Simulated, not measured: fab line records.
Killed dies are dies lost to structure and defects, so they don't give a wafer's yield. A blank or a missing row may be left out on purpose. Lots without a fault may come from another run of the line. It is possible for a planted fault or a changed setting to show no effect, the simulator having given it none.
Struck lot and sound lot, side by side	flow ritCmos	15 out of 202 route steps
Sound: the wafers L629.1, L629.3, L629.4. Struck: wafers L638.1, L638.4. (L638.6 of the same lot was not struck and is left out.) The cause comes at the end.
Each step with rows lists, per side, the tool, then ch with its chambers, then its first start. Under that, the readings that differ: sound wafers	struck wafers	difference of the means	sigmas: that difference in standard deviations of wafers without a fault.
alike: a reading whose means differ by less than 2 such deviations, as well as words and numbers matching on both sides. not compared: withheld readings; readings where some wafer has no value; bounds like >300 that might hide an equal value; numbers whose values overlap and for which the record gives no deviation.
A row with sigmas, a row that says differs or no value, or rows on one side alone: a step with any of these is where the two part. Non-overlapping numbers with no deviation appear without sigmas and do not part them. A reading missing from all wafers of one side parts the sides only when that side holds two or more wafers.

RIT_ACTIVE_THK_MEAS_02:
  sound on filmMetro-01 at day 1 22:07; struck on filmMetro-03 at day 3 19:03
  alike: ACTIVE_OXIDE_THK
then, 1 step without rows for these wafers: RIT_ACTIVE_CVD_03 (deposits Si3N4 from SiH2Cl2/NH3, target thk 150 nm, time 1440 s).
RIT_ACTIVE_THK_MEAS_04:
  sound on filmMetro-02 at day 1 23:57; struck on filmMetro-02 at day 3 20:32
  alike: ACTIVE_NITRIDE_THK
then, 6 steps without rows for these wafers: RIT_ACTIVE_HMDS_05 (prime time 60 s); RIT_ACTIVE_COAT_06 (resist thk 1000 nm); RIT_ACTIVE_SOFTBAKE_07 (time 60 s); RIT_ACTIVE_EXPOSE_08 (exposes mask M1, target cd 1400 nm); RIT_ACTIVE_PEB_09; RIT_ACTIVE_DEVELOP_10 (develop time 50 s).
RIT_ACTIVE_CD_MEAS_11 targets a cd of 1400 nm.
  sound on cdSem-02 at day 2 00:59; struck on cdSem-01 at day 3 21:34
  alike: cdNm
then, 1 step without rows for these wafers: RIT_ACTIVE_HARDBAKE_12 (time 60 s).
RIT_ACTIVE_ETCH_13: etches Si3N4 in SF6, stops on SiO2, time 210 s, target depth 210 nm.
  sound on rieDiel-01 ch 1,2,3, day 2 01:16; struck on rieDiel-03 ch 2,3, day 3 21:50
  alike: chamberPressureMTorr, drypumpMotorCurrentA, oesProductAu, throttleValvePct
  not compared: rfHoursCounterH
RIT_ACTIVE_STRIP_14: strips in O2, time 180 s.
  sound on plasmaAsher-03 ch 0,1, day 2 01:23; struck on plasmaAsher-03 ch 0, day 3 21:58
reading	sound	struck	difference	sigmas
chamberPressureMTorr (mTorr)	3999 4005 3999	5996 6000	+1997	+99 or more
  alike: drypumpMotorCurrentA
  not compared: rfHoursCounterH
RIT_ACTIVE_CD_MEAS_90 targets a cd of 1400 nm.
  sound on cdSem-01 at day 2 01:34; struck on cdSem-02 at day 3 22:08
  alike: cdNm
RIT_M1_PROBE_99:
  sound on prober-01 at day 3 20:28; struck on prober-02 at day 5 16:42
  alike: killedAtContacts, killedAtFrontEnd, killedDies, killedOpen, killedShort

WHERE THEY PART
At RIT_ACTIVE_STRIP_14 and nowhere else, as far as this record goes. Later steps at which nothing parts them and some readings are alike: RIT_ACTIVE_CD_MEAS_90, RIT_M1_PROBE_99.

WHY: what the simulator had put in
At RIT_ACTIVE_STRIP_14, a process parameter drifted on plasmaAsher-03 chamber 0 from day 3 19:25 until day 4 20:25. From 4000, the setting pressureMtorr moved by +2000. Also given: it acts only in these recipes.
